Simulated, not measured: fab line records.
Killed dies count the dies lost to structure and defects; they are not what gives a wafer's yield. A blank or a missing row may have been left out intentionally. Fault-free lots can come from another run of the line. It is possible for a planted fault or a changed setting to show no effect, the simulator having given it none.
Check for tools in common | flow berkeleyCmos170 | 14 lots, 42 wafers sampled

REASON IT WAS OPENED
2 of 14 lots carry a flag on the reading NWELL_TW at UCB170_NWELL_TW_MEAS_16. Wafers without a fault read 1251, standard deviation 17.
Rule: a lot gets a flag if all its wafers with a number sit over 4 standard deviations from that mean, or if no wafer of it has a number. All remaining lots are regarded as sound.

lot  | measured    | on           | NWELL_TW, wafer by wafer | flag
L507 | day 2 10:43 | filmMetro-02 | 1268 1265 1271           | 
L509 | day 2 19:03 | filmMetro-02 | 1277 1272 1274           | 
L510 | day 3 01:09 | filmMetro-03 | 1137 1137 1142           | FLAGGED
L511 | day 3 06:01 | filmMetro-03 | 1250 1248 1250           | 
L512 | day 3 15:06 | filmMetro-02 | 1148 1154 1152           | FLAGGED
L514 | day 4 01:41 | filmMetro-04 | 1244 1241 1241           | 
L518 | day 4 18:37 | filmMetro-02 | 1276 1261 1265           | 
L521 | day 5 00:55 | filmMetro-02 | 1274 1270 1273           | 
L522 | day 5 08:33 | filmMetro-04 | 1239 1230 1227           | 
L523 | day 5 12:08 | filmMetro-04 | 1234 1226 1234           | 
L524 | day 5 21:52 | filmMetro-03 | 1256 1250 1253           | 
L525 | day 6 02:02 | filmMetro-03 | 1234 1235 1231           | 
L526 | day 6 06:38 | filmMetro-03 | 1236 1234 1237           | 
L530 | day 6 23:55 | filmMetro-04 | 1233 1233 1237           | 
The mean of the flagged lots' numbers is 1145, -106 from the usual (-6 standard deviations).

TOOL THAT RAN EACH LOT
The record holds 1 process step before the reading, out of a route of 331 steps. Every cell lists first the tool, next ch and the chambers used by the sampled wafers, and last the start.
lot  | flag    | UCB170_NWELL_IMPLANT_14
L507 |         | implanter-03 ch 0, day 2 10:28
L509 |         | implanter-04 ch 0, day 2 18:48
L510 | FLAGGED | implanter-04 ch 0, day 3 00:54
L511 |         | implanter-03 ch 0, day 3 05:46
L512 | FLAGGED | implanter-04 ch 0, day 3 14:51
L514 |         | implanter-03 ch 0, day 4 01:27
L518 |         | implanter-03 ch 0, day 4 18:22
L521 |         | implanter-01 ch 0, day 5 00:42
L522 |         | implanter-01 ch 0, day 5 08:18
L523 |         | implanter-01 ch 0, day 5 11:54
L524 |         | implanter-01 ch 0, day 5 21:37
L525 |         | implanter-04 ch 0, day 6 01:47
L526 |         | implanter-04 ch 0, day 6 06:23
L530 |         | implanter-01 ch 0, day 6 23:41
These steps, and what they do:
- UCB170_NWELL_IMPLANT_14
- UCB170_NWELL_TW_MEAS_16

FLAGGED OVER TOTAL, TOOL BY TOOL (the gauges that took the reading come last)
step                    | tool         | lots run | flagged | share of the flagged lots | sound lots run after its first flagged lot
UCB170_NWELL_IMPLANT_14 | implanter-01 | 5        | 0       | none                      | -
UCB170_NWELL_IMPLANT_14 | implanter-03 | 4        | 0       | none                      | -
UCB170_NWELL_IMPLANT_14 | implanter-04 | 5        | 2       | all                       | 2 (L525,L526)
UCB170_NWELL_TW_MEAS_16 | filmMetro-02 | 5        | 1       | some                      | 2 (L518,L521)
UCB170_NWELL_TW_MEAS_16 | filmMetro-03 | 5        | 1       | some                      | 4 (L511,L524,L525,L526)
UCB170_NWELL_TW_MEAS_16 | filmMetro-04 | 4        | 0       | none                      | -

WHAT IS ALLOWED BY THE TABLE
Rows of the table that ran each flagged lot: 1, that is implanter-04 at UCB170_NWELL_IMPLANT_14.
- implanter-04 at UCB170_NWELL_IMPLANT_14: 2 of its 5 lots flagged. After the first flagged lot (L525, L526), sound lots still ran on it; a lasting fault on the whole tool would not permit that. Its own readings lie more than 4 standard deviations out on every wafer of the flagged lots: beamEnergyKeV.
Not one row of the table ran every flagged lot while running no sound lot after the first.

WHAT THE SIMULATOR HAD PUT IN
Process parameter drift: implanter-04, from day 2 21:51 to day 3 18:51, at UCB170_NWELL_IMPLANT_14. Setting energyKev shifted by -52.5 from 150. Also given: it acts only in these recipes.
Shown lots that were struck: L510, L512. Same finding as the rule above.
